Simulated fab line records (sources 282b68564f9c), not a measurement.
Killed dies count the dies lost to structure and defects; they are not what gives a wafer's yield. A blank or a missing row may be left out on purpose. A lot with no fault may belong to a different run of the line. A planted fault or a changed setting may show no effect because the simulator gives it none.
fab line records ; flow ritCmos
record lots=6; wafers=18; lastDay=7
route steps=202 shown REOX@99 NLDD@103 PLDD@114 SPACER@125 NSD@131 M1@202
lots untouched by any fault: they come from a run of this same line in which no faults occurred
startH: hours from the record's first day to the start of the lot's first wafer shown ; waitH: hours since the lot's step before ; " identical to the entry in the row above ; L1.1+2: several wafers, shown together as one row ; - either no value or no given start ; * or withheld: withheld ; < > ~ a bound
route shown NAME@n: a module of which the file shows steps, and the number in the route of the first ; usual: mean/standard deviation of fault-free wafers ; same: alike in all rows ; chamber/n: place in a boat ; sites: readings site by site ; _std_site: standard deviation across them ; _edge_site: outer sites' mean less inner sites' ; radiusMm: how far each site lies from the wafer's centre ; mask NAME#n: copy n ; behind: tool/chamber where the wafer was last shaped ; hold: why the lot was held/for how many hours/how that ended ; device: transistor that didn't switch, given as n, p or np ; end of line: at the end of the route, the tests of the same wafers ; step lacking rows: just its recipe ; killed: not the wafer's yield, but the dies lost to structure and defects at the first sort ; map: shows each die of a wafer: x if killed, . if not, _ if none is there
set.NAME: the setting the step ran with; set.NAME@STEP: the setting that earlier step ran with ; model.NAME: the simulator's own value behind a step, which no gauge read
certain route steps with their lots: each step a table, each wafer a row
services: when a tool's chamber went out of use (startH, in hours from the record's first day, below 0 if earlier), for how many hours, and the reason
## steps
# step RIT_REOX_CLEAN_01
# recipe chemistry=dHF; dilution=50:1; timeS=30
# step RIT_REOX_CLEAN_02
# recipe chemistry=SC2; mix=3:3:50; timeS=600; tempC=75; dry=n2Spin
# step RIT_REOX_OXIDATION_03
# recipe tempC=900; ambient=O2; targetThkA=252; oxTimeS=5580
# step RIT_REOX_THK_MEAS_04
# recipe reads=SiO2_of_REOX_OXIDATION_03
# usual REOX_OXIDE_THK=25.3/0.44
lot.wafer;tool;chamber;startH;waitH;REOX_OXIDE_THK[nm]
L983.2;filmMetro-02;-;42.64;0.0;25.4
L983.5;filmMetro-02;-;42.64;0.0;25.2
L983.6;filmMetro-02;-;42.64;0.0;25.4
L989.1;filmMetro-01;-;72.87;0.0;25.6
L989.3;filmMetro-01;-;72.87;0.0;25.8
L989.6;filmMetro-01;-;72.87;0.0;25.9
L994.1;filmMetro-04;-;100.21;0.0;25.1
L994.3;filmMetro-04;-;100.21;0.0;25.0
L994.4;filmMetro-04;-;100.21;0.0;25.4
L998.2;filmMetro-01;-;118.46;0.0;25.0
L998.4;filmMetro-01;-;118.46;0.0;25.1
L998.6;filmMetro-01;-;118.46;0.0;25.3
L102.3;filmMetro-02;-;136.50;0.0;25.1
L102.5;filmMetro-02;-;136.50;0.0;25.1
L102.6;filmMetro-02;-;136.50;0.0;25.3
L105.1;filmMetro-01;-;153.39;0.0;26.0
L105.4;filmMetro-01;-;153.39;0.0;25.8
L105.6;filmMetro-01;-;153.39;0.0;25.8
# step RIT_NLDD_HMDS_00
# recipe primeTimeS=60; primeTempC=140
# step RIT_NLDD_COAT_01
# recipe resist=NOVOLAK; spinRpm=3250; resistThkNm=1000
# step RIT_NLDD_SOFTBAKE_02
# recipe resist=NOVOLAK; tempC=90; timeS=60
# step RIT_NLDD_EXPOSE_03
# recipe maskId=M7; na=0.57; targetCdNm=40700; doseMj=250
# step RIT_NLDD_PEB_04
# recipe resist=NOVOLAK; tempC=withheld; timeS=withheld
# step RIT_NLDD_DEVELOP_05
# recipe resist=NOVOLAK; developTimeS=50; devTempC=23
# step RIT_NLDD_OVL_MEAS_06
# usual NLDD_OVL=0.4/1.2
lot.wafer;tool;chamber;startH;waitH;NLDD_OVL[nm]
L983.2;overlay-02;-;43.61;-;2.2
L983.5;overlay-02;-;43.61;-;0.8
L983.6;overlay-02;-;43.61;-;-0.3
L989.1;overlay-02;-;73.85;-;1.1
L989.3;overlay-02;-;73.85;-;-0.2
L989.6;overlay-02;-;73.85;-;0.6
L994.1;overlay-01;-;101.36;-;2.0
L994.3;overlay-01;-;101.36;-;2.0
L994.4;overlay-01;-;101.36;-;0.2
L998.2;overlay-02;-;119.49;-;0.6
L998.4;overlay-02;-;119.49;-;0.4
L998.6;overlay-02;-;119.49;-;0.7
L102.3;overlay-01;-;137.52;-;0.1
L102.5;overlay-01;-;137.52;-;0.1
L102.6;overlay-01;-;137.52;-;0.8
L105.1;overlay-02;-;154.43;-;-2.2
L105.4;overlay-02;-;154.43;-;0.2
L105.6;overlay-02;-;154.43;-;0.2
# step RIT_NLDD_HARDBAKE_07
# recipe resist=NOVOLAK; tempC=140; timeS=60
# step RIT_NLDD_IMPLANT_08
# recipe species=P; energyKev=20; doseCm2=5e+14; tiltDeg=7
# usual doseIonsCm2=5e+14/5.3e+11; faradayCurrentUA=1572/31
lot.wafer;tool;chamber;startH;waitH;doseIonsCm2;faradayCurrentUA
L983.2;implanter-01;0;44.06;0.1;5.008e+14;1556
L983.5;implanter-01;0;44.06;0.1;4.997e+14;1573
L983.6;implanter-01;0;44.06;0.1;4.999e+14;1630
L989.1;implanter-01;0;74.04;0.1;5.46e+14;1751
L989.3;implanter-01;0;74.04;0.1;5.47e+14;1739
L989.6;implanter-01;0;74.04;0.1;5.459e+14;1742
L994.1;implanter-01;0;101.55;0.1;5.46e+14;1722
L994.3;implanter-01;0;101.55;0.1;5.465e+14;1704
L994.4;implanter-01;0;101.55;0.1;5.466e+14;1749
L998.2;implanter-04;0;119.70;0.1;4.998e+14;1626
L998.4;implanter-04;0;119.70;0.1;5.002e+14;1556
L998.6;implanter-04;0;119.70;0.1;5.002e+14;1564
L102.3;implanter-04;0;137.75;0.1;4.998e+14;1553
L102.5;implanter-04;0;137.75;0.1;4.997e+14;1601
L102.6;implanter-04;0;137.75;0.1;4.999e+14;1585
L105.1;implanter-03;0;154.64;0.1;5.008e+14;1585
L105.4;implanter-03;0;154.64;0.1;4.993e+14;1601
L105.6;implanter-03;0;154.64;0.1;4.998e+14;1566
# step RIT_NLDD_STRIP_09
# recipe chemistry=O2; timeS=180; resist=NOVOLAK; platenTempC=withheld; powerW=500; pressureMtorr=4000; o2FlowSccm=4000
# usual drypumpMotorCurrentA=5.9/0.37; o2FlowSccm=4001/13
lot.wafer;tool;chamber;startH;waitH;drypumpMotorCurrentA;o2FlowSccm;rfHoursCounterH
L983.2;plasmaAsher-03;1;44.18;0.1;5.7;3989;41
L983.5;plasmaAsher-03;1;44.18;0.1;5.7;3982;-
L983.6;plasmaAsher-03;0;44.18;0.1;6.4;3995;-
L989.1;plasmaAsher-03;1;74.19;0.1;5.7;4002;45
L989.3;plasmaAsher-03;0;74.19;0.1;6.4;4020;-
L989.6;plasmaAsher-03;0;74.19;0.1;6.4;4021;-
L994.1;plasmaAsher-04;1;101.70;0.1;6.4;3987;46
L994.3;plasmaAsher-04;1;101.70;0.1;6.4;3983;-
L994.4;plasmaAsher-04;0;101.70;0.1;5.6;4023;-
L998.2;plasmaAsher-03;0;119.82;0.1;6.4;3997;50
L998.4;plasmaAsher-03;1;119.82;0.1;5.7;3991;-
L998.6;plasmaAsher-03;1;119.82;0.1;5.7;3978;-
L102.3;plasmaAsher-04;1;137.91;0.1;6.4;3991;-
L102.5;plasmaAsher-04;1;137.91;0.1;6.4;3993;-
L102.6;plasmaAsher-04;0;137.91;0.1;5.6;3998;-
L105.1;plasmaAsher-04;1;154.80;0.1;6.4;4002;4
L105.4;plasmaAsher-04;1;154.80;0.1;6.4;4000;-
L105.6;plasmaAsher-04;0;154.80;0.1;5.6;3987;-
# step RIT_NLDD_TW_MEAS_10
# usual NLDD_TW=2490/20
lot.wafer;tool;chamber;startH;waitH;NLDD_TW
L983.2;filmMetro-04;-;44.37;0.1;2518
L983.5;filmMetro-04;-;44.37;0.1;2510
L983.6;filmMetro-04;-;44.37;0.1;2508
L989.1;filmMetro-03;-;74.36;0.1;2576
L989.3;filmMetro-03;-;74.36;0.1;2557
L989.6;filmMetro-03;-;74.36;0.1;2565
L994.1;filmMetro-04;-;101.87;0.1;2559
L994.3;filmMetro-04;-;101.87;0.1;2586
L994.4;filmMetro-04;-;101.87;0.1;2570
L998.2;filmMetro-01;-;120.01;0.1;2482
L998.4;filmMetro-01;-;120.01;0.1;2463
L998.6;filmMetro-01;-;120.01;0.1;2481
L102.3;filmMetro-01;-;138.04;0.1;2471
L102.5;filmMetro-01;-;138.04;0.1;2475
L102.6;filmMetro-01;-;138.04;0.1;2463
L105.1;filmMetro-01;-;154.98;0.1;2454
L105.4;filmMetro-01;-;154.98;0.1;2465
L105.6;filmMetro-01;-;154.98;0.1;2447
# step RIT_PLDD_HMDS_00
# recipe primeTimeS=60; primeTempC=140
# step RIT_PLDD_COAT_01
# recipe resist=NOVOLAK; spinRpm=3250; resistThkNm=1000
# step RIT_PLDD_SOFTBAKE_02
# recipe resist=NOVOLAK; tempC=90; timeS=60
# step RIT_PLDD_EXPOSE_03
# recipe maskId=M8; na=0.57; targetCdNm=40900; doseMj=250
# step RIT_PLDD_PEB_04
# recipe resist=NOVOLAK; tempC=withheld; timeS=withheld
# step RIT_PLDD_DEVELOP_05
# recipe resist=NOVOLAK; developTimeS=50; devTempC=23
# step RIT_PLDD_OVL_MEAS_06
# usual PLDD_OVL=0.1/1.3
lot.wafer;tool;chamber;startH;waitH;PLDD_OVL[nm]
L983.2;overlay-01;-;45.27;-;-2.1
L983.5;overlay-01;-;45.27;-;0.6
L983.6;overlay-01;-;45.27;-;-2.0
L989.1;overlay-02;-;75.27;-;-0.7
L989.3;overlay-02;-;75.27;-;-3.0
L989.6;overlay-02;-;75.27;-;-0.9
L994.1;overlay-01;-;102.78;-;0.1
L994.3;overlay-01;-;102.78;-;0.2
L994.4;overlay-01;-;102.78;-;-0.2
L998.2;overlay-02;-;120.97;-;-0.2
L998.4;overlay-02;-;120.97;-;-1.0
L998.6;overlay-02;-;120.97;-;0.7
L102.3;overlay-01;-;139.07;-;0.1
L102.5;overlay-01;-;139.07;-;-2.2
L102.6;overlay-01;-;139.07;-;-1.0
L105.1;overlay-02;-;155.89;-;1.3
L105.4;overlay-02;-;155.89;-;-1.0
L105.6;overlay-02;-;155.89;-;0.0
# step RIT_PLDD_HARDBAKE_07
# recipe resist=NOVOLAK; tempC=140; timeS=60
# step RIT_PLDD_IMPLANT_08
# recipe species=BF2; energyKev=19.62; doseCm2=9e+14; tiltDeg=7
# step RIT_PLDD_STRIP_09
# recipe chemistry=O2; timeS=180; resist=NOVOLAK; platenTempC=withheld; powerW=500; pressureMtorr=4000; o2FlowSccm=4000
# usual drypumpMotorCurrentA=6.0/0.35; o2FlowSccm=4000/14
lot.wafer;tool;chamber;startH;waitH;drypumpMotorCurrentA;o2FlowSccm;rfHoursCounterH
L983.2;plasmaAsher-01;0;45.60;0.1;5.8;4003;37
L983.5;plasmaAsher-01;1;45.60;0.1;6.4;4003;-
L983.6;plasmaAsher-01;0;45.60;0.1;5.8;4013;-
L989.1;plasmaAsher-03;1;75.61;0.1;5.7;4015;45
L989.3;plasmaAsher-03;1;75.61;0.1;5.7;4014;-
L989.6;plasmaAsher-03;0;75.61;0.1;6.4;4019;-
L994.1;plasmaAsher-04;0;103.12;0.1;5.6;4005;46
L994.3;plasmaAsher-04;1;103.12;0.1;6.4;3985;-
L994.4;plasmaAsher-04;0;103.12;0.1;5.6;3992;-
L998.2;plasmaAsher-04;0;121.30;0.1;5.6;3991;0
L998.4;plasmaAsher-04;0;121.30;0.1;5.6;3971;-
L998.6;plasmaAsher-04;0;121.30;0.1;5.6;3978;-
L102.3;plasmaAsher-03;0;139.45;0.1;6.4;3990;-
L102.5;plasmaAsher-03;0;139.45;0.1;6.4;4007;-
L102.6;plasmaAsher-03;1;139.45;0.1;5.7;3983;-
L105.1;plasmaAsher-03;0;156.22;0.1;6.4;4020;54
L105.4;plasmaAsher-03;0;156.22;0.1;6.4;4011;-
L105.6;plasmaAsher-03;0;156.22;0.1;6.4;4010;-
# step RIT_PLDD_TW_MEAS_10
# usual PLDD_TW=2326/20
lot.wafer;tool;chamber;startH;waitH;PLDD_TW
L983.2;filmMetro-01;-;45.79;0.1;2312
L983.5;filmMetro-01;-;45.79;0.1;2318
L983.6;filmMetro-01;-;45.79;0.1;2328
L989.1;filmMetro-04;-;75.79;0.1;2344
L989.3;filmMetro-04;-;75.79;0.1;2353
L989.6;filmMetro-04;-;75.79;0.1;2355
L994.1;filmMetro-01;-;103.30;0.1;2308
L994.3;filmMetro-01;-;103.30;0.1;2305
L994.4;filmMetro-01;-;103.30;0.1;2311
L998.2;filmMetro-04;-;121.48;0.1;2346
L998.4;filmMetro-04;-;121.48;0.1;2352
L998.6;filmMetro-04;-;121.48;0.1;2348
L102.3;filmMetro-04;-;139.59;0.1;2346
L102.5;filmMetro-04;-;139.59;0.1;2360
L102.6;filmMetro-04;-;139.59;0.1;2350
L105.1;filmMetro-01;-;156.40;0.1;2301
L105.4;filmMetro-01;-;156.40;0.1;2314
L105.6;filmMetro-01;-;156.40;0.1;2320
# step RIT_SPACER_CLEAN_00
# recipe chemistry=SC1; mix=3:3:50; timeS=600; tempC=75
# step RIT_SPACER_CLEAN_01
# recipe chemistry=dHF; dilution=50:1; timeS=30
# step RIT_SPACER_CLEAN_02
# recipe chemistry=SC2; mix=3:3:50; timeS=600; tempC=75; dry=n2Spin
# step RIT_SPACER_CVD_03
# recipe material=Si3N4; targetThkNm=250; tempC=810; precursor=SiH2Cl2/NH3; timeS=3300; pressureMtorr=300; sih2cl2FlowSccm=60; nh3FlowSccm=150
# step RIT_SPACER_THK_MEAS_04
# recipe reads=Si3N4_of_SPACER_CVD_03
# usual SPACER_NITRIDE_THK=249.8/2.6
lot.wafer;tool;chamber;startH;waitH;SPACER_NITRIDE_THK[nm]
L983.2;filmMetro-03;-;48.13;0.0;252.7
L983.5;filmMetro-03;-;48.13;0.0;251.1
L983.6;filmMetro-03;-;48.13;0.0;250.5
L989.1;filmMetro-01;-;78.13;0.0;249.7
L989.3;filmMetro-01;-;78.13;0.0;254.1
L989.6;filmMetro-01;-;78.13;0.0;254.4
L994.1;filmMetro-02;-;105.64;0.0;250.6
L994.3;filmMetro-02;-;105.64;0.0;251.2
L994.4;filmMetro-02;-;105.64;0.0;254.5
L998.2;filmMetro-03;-;124.90;0.0;247.5
L998.4;filmMetro-03;-;124.90;0.0;247.7
L998.6;filmMetro-03;-;124.90;0.0;249.0
L102.3;filmMetro-03;-;141.93;0.0;254.3
L102.5;filmMetro-03;-;141.93;0.0;253.4
L102.6;filmMetro-03;-;141.93;0.0;256.3
L105.1;filmMetro-02;-;158.77;0.0;249.1
L105.4;filmMetro-02;-;158.77;0.0;247.8
L105.6;filmMetro-02;-;158.77;0.0;248.6
# step RIT_SPACER_ETCHBACK_05
# recipe targetDepthA=2500; SF6_flow_sccm=30; CHF3_flow_sccm=30; target=Si3N4; chemistry=SF6/CHF3; pressureMtorr=40; rfW=250; timeS=240; stopOn=SiO2
# usual drypumpMotorCurrentA=5.9/0.42; oesProductAu=0.843/0.017; throttleValvePct=10.25/0.13
lot.wafer;tool;chamber;startH;waitH;drypumpMotorCurrentA;oesProductAu;rfHoursCounterH;throttleValvePct
L983.2;rieDiel-01;0;48.18;0.0;5.7;0.857;160;10.20
L983.5;rieDiel-01;0;48.18;0.0;5.7;0.846;-;10.19
L983.6;rieDiel-01;3;48.18;0.0;6.0;0.843;-;10.61
L989.1;rieDiel-03;1;78.19;0.1;6.0;0.824;9;10.19
L989.3;rieDiel-03;0;78.19;0.1;5.6;0.868;5;10.15
L989.6;rieDiel-03;3;78.19;0.1;4.8;0.855;-;10.19
L994.1;rieDiel-01;2;105.70;0.1;6.2;0.831;68;10.16
L994.3;rieDiel-01;3;105.70;0.1;5.9;0.851;159;10.62
L994.4;rieDiel-01;2;105.70;0.1;6.2;0.835;-;10.19
L998.2;rieDiel-03;2;124.95;0.0;5.8;0.830;130;10.28
L998.4;rieDiel-03;3;124.95;0.0;4.9;0.835;70;10.19
L998.6;rieDiel-03;0;124.95;0.0;5.6;0.864;-;10.17
L102.3;rieDiel-01;1;141.97;0.0;5.0;0.843;8;10.31
L102.5;rieDiel-01;1;141.97;0.0;5.0;0.841;-;10.32
L102.6;rieDiel-01;2;141.97;0.0;6.2;0.847;-;10.18
L105.1;rieDiel-01;1;158.83;0.1;5.0;0.833;8;10.32
L105.4;rieDiel-01;3;158.83;0.1;6.0;0.861;0;10.60
L105.6;rieDiel-01;3;158.83;0.1;6.0;0.861;-;10.57
# step RIT_NSD_HMDS_00
# recipe primeTimeS=60; primeTempC=140
# step RIT_NSD_COAT_01
# recipe resist=NOVOLAK; spinRpm=3250; resistThkNm=1000
# step RIT_NSD_SOFTBAKE_02
# recipe resist=NOVOLAK; tempC=90; timeS=60
# step RIT_NSD_EXPOSE_03
# recipe maskId=M9; na=0.57; targetCdNm=40700; doseMj=250
# step RIT_NSD_PEB_04
# recipe resist=NOVOLAK; tempC=withheld; timeS=withheld
# step RIT_NSD_DEVELOP_05
# recipe resist=NOVOLAK; developTimeS=50; devTempC=23
# step RIT_NSD_OVL_MEAS_06
# usual NSD_OVL=0.1/1.3
lot.wafer;tool;chamber;startH;waitH;NSD_OVL[nm]
L983.2;overlay-01;-;49.46;-;1.2
L983.5;overlay-01;-;49.46;-;-0.3
L983.6;overlay-01;-;49.46;-;-0.4
L989.1;overlay-01;-;79.19;-;-0.5
L989.3;overlay-01;-;79.19;-;0.9
L989.6;overlay-01;-;79.19;-;1.9
L994.1;overlay-02;-;106.70;-;-0.3
L994.3;overlay-02;-;106.70;-;-1.4
L994.4;overlay-02;-;106.70;-;-0.7
L998.2;overlay-01;-;125.96;-;1.7
L998.4;overlay-01;-;125.96;-;1.4
L998.6;overlay-01;-;125.96;-;0.5
L102.3;overlay-01;-;143.15;-;1.6
L102.5;overlay-01;-;143.15;-;1.0
L102.6;overlay-01;-;143.15;-;0.7
L105.1;overlay-02;-;159.96;-;-0.9
L105.4;overlay-02;-;159.96;-;1.1
L105.6;overlay-02;-;159.96;-;1.4
# step RIT_NSD_HARDBAKE_07
# recipe resist=NOVOLAK; tempC=138.8; timeS=60
# step RIT_NSD_IMPLANT_08
# recipe species=P; energyKev=24.54; doseCm2=1e+15; tiltDeg=7
# step RIT_NSD_STRIP_09
# recipe chemistry=O2; timeS=180; resist=NOVOLAK; platenTempC=withheld; powerW=500; pressureMtorr=4000; o2FlowSccm=4000
# usual drypumpMotorCurrentA=5.9/0.35; o2FlowSccm=3999/12
lot.wafer;tool;chamber;startH;waitH;drypumpMotorCurrentA;o2FlowSccm;rfHoursCounterH
L983.2;plasmaAsher-01;0;49.79;0.1;5.8;3998;38
L983.5;plasmaAsher-01;0;49.79;0.1;5.8;4005;-
L983.6;plasmaAsher-01;1;49.79;0.1;6.4;4019;-
L989.1;plasmaAsher-04;0;79.52;0.1;5.6;3996;43
L989.3;plasmaAsher-04;0;79.52;0.1;5.6;3995;-
L989.6;plasmaAsher-04;1;79.52;0.1;6.4;4001;-
L994.1;plasmaAsher-04;1;107.03;0.1;6.4;4013;46
L994.3;plasmaAsher-04;1;107.03;0.1;6.4;4041;-
L994.4;plasmaAsher-04;0;107.03;0.1;5.6;4004;-
L998.2;plasmaAsher-02;0;126.29;0.1;5.7;3973;36
L998.4;plasmaAsher-02;1;126.29;0.1;5.5;4007;-
L998.6;plasmaAsher-02;1;126.29;0.1;5.5;3998;-
L102.3;plasmaAsher-02;0;143.54;0.1;5.7;3998;-
L102.5;plasmaAsher-02;0;143.54;0.1;5.7;4000;-
L102.6;plasmaAsher-02;1;143.54;0.1;5.5;3986;-
L105.1;plasmaAsher-01;1;160.30;0.1;6.4;4005;50
L105.4;plasmaAsher-01;0;160.30;0.1;5.8;3985;-
L105.6;plasmaAsher-01;0;160.30;0.1;5.8;3999;-
# step RIT_SDANNEAL_RS_MEAS_07
# recipe thkMeasGauge=four-point-probe
# usual NLDD_RS=151.5/0.43
lot.wafer;tool;chamber;startH;waitH;NLDD_RS[ohm/sq]
L983.2;filmMetro-03;-;52.40;0.1;151.6
L983.5;filmMetro-03;-;52.40;0.1;151.6
L983.6;filmMetro-03;-;52.40;0.1;151.6
L989.1;filmMetro-04;-;81.97;0.1;140.7
L989.3;filmMetro-04;-;81.97;0.1;140.5
L989.6;filmMetro-04;-;81.97;0.1;140.4
L994.1;filmMetro-04;-;109.51;0.1;140.7
L994.3;filmMetro-04;-;109.51;0.1;140.6
L994.4;filmMetro-04;-;109.51;0.1;140.7
L998.2;filmMetro-04;-;128.79;0.1;150.9
L998.4;filmMetro-04;-;128.79;0.1;151.0
L998.6;filmMetro-04;-;128.79;0.1;151.0
L102.3;filmMetro-04;-;146.25;0.1;151.5
L102.5;filmMetro-04;-;146.25;0.1;151.4
L102.6;filmMetro-04;-;146.25;0.1;151.0
L105.1;filmMetro-03;-;163.07;0.1;151.8
L105.4;filmMetro-03;-;163.07;0.1;151.4
L105.6;filmMetro-03;-;163.07;0.1;151.4
# step RIT_M1_PROBE_99
# usual killedAtContacts=0.1/0.25; killedAtFrontEnd=6.3/2.9; killedDies=6.4/2.8; killedOpen=3.3/2; killedShort=3.1/2
# same grossDies=264; killed_at_M0_to_M3=0; killed_at_M4_up=0; killedAtBackSide=0; killedAtOther=0
lot.wafer;tool;chamber;startH;waitH;killedAtContacts;killedAtFrontEnd;killedDies;killedOpen;killedShort;model.etest.nldd.rsOhmSq;model.etest.nmosTurned.driveUaUm;model.etest.nldd.lineOhmUm;model.etest.nmosTurned.overlapFfUm;model.etest.nmos_0p15.overlapFfUm
L983.2;prober-01;-;59.31;0.1;0;5;5;0;5;375.7;324.8;117.6;0.367;0.2463
L983.5;prober-01;-;59.46;0.2;0;4;4;2;2;374.8;334.6;117.9;0.369;0.2482
L983.6;prober-01;-;59.51;0.2;0;10;10;5;5;373.1;329.9;117.8;0.3675;0.2453
L989.1;prober-01;-;89.19;0.1;0;7;7;3;4;351.3;351.1;112.7;0.3849;0.255
L989.3;prober-01;-;89.29;0.2;0;7;7;3;4;355;346;112.7;0.3819;0.2558
L989.6;prober-01;-;89.44;0.2;0;10;10;5;5;357.6;345.8;112.6;0.38;0.254
L994.1;prober-01;-;116.54;0.1;0;8;8;3;5;334.2;369.3;106.3;0.3941;0.2666
L994.3;prober-01;-;116.64;0.2;0;6;6;3;3;333.3;361.7;106.7;0.3936;0.2676
L994.4;prober-01;-;116.69;0.2;0;6;6;3;3;340.1;358.6;107.6;0.3896;0.2636
L998.2;prober-01;-;136.09;0.1;0;3;3;2;1;365.5;345.7;116;0.3753;0.2528
L998.4;prober-01;-;136.19;0.2;0;6;6;5;1;367;352.3;115.3;0.377;0.2537
L998.6;prober-01;-;136.29;0.2;0;7;7;3;4;369.3;341.5;114.6;0.3765;0.2505
L102.3;prober-01;-;153.21;0.2;0;5;5;2;3;380.9;333.7;119.3;0.3705;0.2466
L102.5;prober-01;-;153.31;0.2;1;4;5;0;5;377.9;337.6;119.3;0.3732;0.2498
L102.6;prober-01;-;153.36;0.2;0;2;2;1;1;384.9;329.4;122;0.3676;0.2467
L105.1;prober-02;-;170.25;0.1;0;10;10;7;3;392.6;309.9;124.9;0.3611;0.2356
L105.4;prober-02;-;170.40;0.2;0;11;11;5;6;384.8;318.5;120.5;0.363;0.2404
L105.6;prober-02;-;170.50;0.2;0;4;4;2;2;388.3;319;123.3;0.3645;0.2417
# killed by level:class
L983.2 REOX:geometricParticle:short=3 GATE:geometricParticle:short=1 SPACER:geometricParticle:short=1
L983.5 GATE:geometricParticle:short=2 FOX1:geometricParticle:open=1 FOX2:geometricParticle:open=1
L983.6 GATE:geometricParticle:open=3 FOX2:geometricParticle:short=2 SPACER:geometricParticle:open=2 FOX1:geometricParticle:short=1 GATE:geometricParticle:short=1 SILICIDE:geometricParticle:short=1
L989.1 FOX1:geometricParticle:short=2 FOX1:geometricParticle:open=1 GATE:geometricParticle:open=1 REOX:geometricParticle:short=1 SILICIDE:geometricParticle:open=1 SILICIDE:geometricParticle:short=1
L989.3 REOX:geometricParticle:short=2 ACTIVE:geometricParticle:short=1 FOX2:geometricParticle:open=1 GATE:geometricParticle:open=1 SILICIDE:geometricParticle:short=1 SILICIDE:geometricParticle:open=1
L989.6 GATE:geometricParticle:short=3 SPACER:geometricParticle:open=2 FOX2:geometricParticle:open=1 FOX2:geometricParticle:short=1 GATE:geometricParticle:open=1 SPACER:geometricParticle:short=1 SILICIDE:geometricParticle:open=1
L994.1 FOX1:geometricParticle:short=2 FOX2:geometricParticle:short=1 GATE:geometricParticle:open=1 GATE:geometricParticle:short=1 REOX:geometricParticle:open=1 SPACER:geometricParticle:short=1 SPACER:geometricParticle:open=1
L994.3 FOX2:geometricParticle:open=2 GATE:geometricParticle:short=2 FOX2:geometricParticle:short=1 GATE:geometricParticle:open=1
L994.4 SPACER:geometricParticle:open=2 FOX1:geometricParticle:short=1 FOX2:geometricParticle:short=1 GATE:geometricParticle:short=1 GATE:geometricParticle:open=1
L998.2 GATE:geometricParticle:open=1 GATE:geometricParticle:short=1 SPACER:geometricParticle:open=1
L998.4 GATE:geometricParticle:open=4 REOX:geometricParticle:short=1 SILICIDE:geometricParticle:open=1
L998.6 FOX1:geometricParticle:short=2 GATE:geometricParticle:short=2 FOX1:geometricParticle:open=1 REOX:geometricParticle:open=1 SPACER:geometricParticle:open=1
L102.3 SILICIDE:geometricParticle:short=3 FOX2:geometricParticle:open=1 SILICIDE:geometricParticle:open=1
L102.5 SILICIDE:geometricParticle:short=2 GATE:geometricParticle:short=1 SPACER:geometricParticle:short=1 CONTACT:geometricParticle:short=1
L102.6 GATE:geometricParticle:open=1 SILICIDE:geometricParticle:short=1
L105.1 FOX1:geometricParticle:open=2 SILICIDE:geometricParticle:open=2 FOX1:geometricParticle:short=1 FOX2:geometricParticle:open=1 GATE:geometricParticle:short=1 GATE:geometricParticle:open=1 REOX:geometricParticle:short=1 REOX:geometricParticle:open=1
L105.4 FOX1:geometricParticle:short=4 GATE:geometricParticle:open=2 REOX:geometricParticle:open=2 GATE:geometricParticle:short=1 REOX:geometricParticle:short=1 SPACER:geometricParticle:open=1
L105.6 REOX:geometricParticle:open=2 SILICIDE:geometricParticle:short=2
## services
tool;chamber;startH;hours;kind
plasmaAsher-04;-;21.20;1.4;repair
implanter-01;-;28.34;3.4;repair
plasmaAsher-03;-;32.03;0.3;repair
implanter-03;-;32.28;19.1;pm
implanter-01;-;32.32;5.6;pm
rieDiel-03;3;55.04;15.0;repair
plasmaAsher-03;-;59.40;2.3;repair
implanter-03;-;66.95;4.5;repair
rieDiel-03;1;81.72;18.8;repair
rieDiel-01;0;92.90;-;clean
rieDiel-01;0;92.90;15.9;scheduledDown
rieDiel-01;0;92.90;15.9;ventCycle
rieDiel-03;-;97.19;2.8;pm
implanter-03;-;102.65;3.2;repair
rieDiel-03;2;107.50;12.0;repair
plasmaAsher-04;-;108.75;9.0;pm
plasmaAsher-04;0;108.75;9.0;ventCycle
plasmaAsher-04;1;108.75;9.0;ventCycle
rieDiel-01;3;108.78;-;clean
rieDiel-01;3;108.78;17.9;scheduledDown
rieDiel-01;-;110.22;0.2;repair
plasmaAsher-04;0;117.75;-;clean
plasmaAsher-04;1;117.75;-;clean
implanter-04;-;151.89;9.1;repair
## key
firstSign step=RIT_NLDD_IMPLANT_08; reading=doseIonsCm2; direction=up; sigmas=88; usual=5e+14; struck=5.463e+14
effect step=RIT_NLDD_IMPLANT_08; reading=faradayCurrentUA; direction=up; sigmas=5.3; usual=1572; struck=1734
effect step=RIT_NLDD_TW_MEAS_10; reading=NLDD_TW; direction=up; sigmas=4; usual=2490; struck=2569
effect step=RIT_SDANNEAL_RS_MEAS_07; reading=NLDD_RS; direction=down; sigmas=25; usual=151.5; struck=140.6
modelEffect step=RIT_M1_PROBE_99; value=etest.nldd.rsOhmSq; without=372.8; struck=345.2
metAt RIT_NLDD_IMPLANT_08
struckWafers L989.1,L989.3,L989.6,L994.1,L994.3,L994.4
testerLeftOut L989,L994
onsetBetween 44.06 74.04
fault kind=processParameterDrift; tool=implanter-01; chamber=-; onsetH=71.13; steps=RIT_NLDD_IMPLANT_08; channel=doseCm2; offset=4.6134e+13; shape=step; endH=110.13; actsIn=theseRecipesOnly; stated=5e+14
# testerLeftOut: of these lots the tester's yield and bins aren't shown, on N5 and GAA mostly nor the transistor test; their killed dies are dies lost to structure and defects alone, not to doping, threshold or leakage, so they don't give the yield
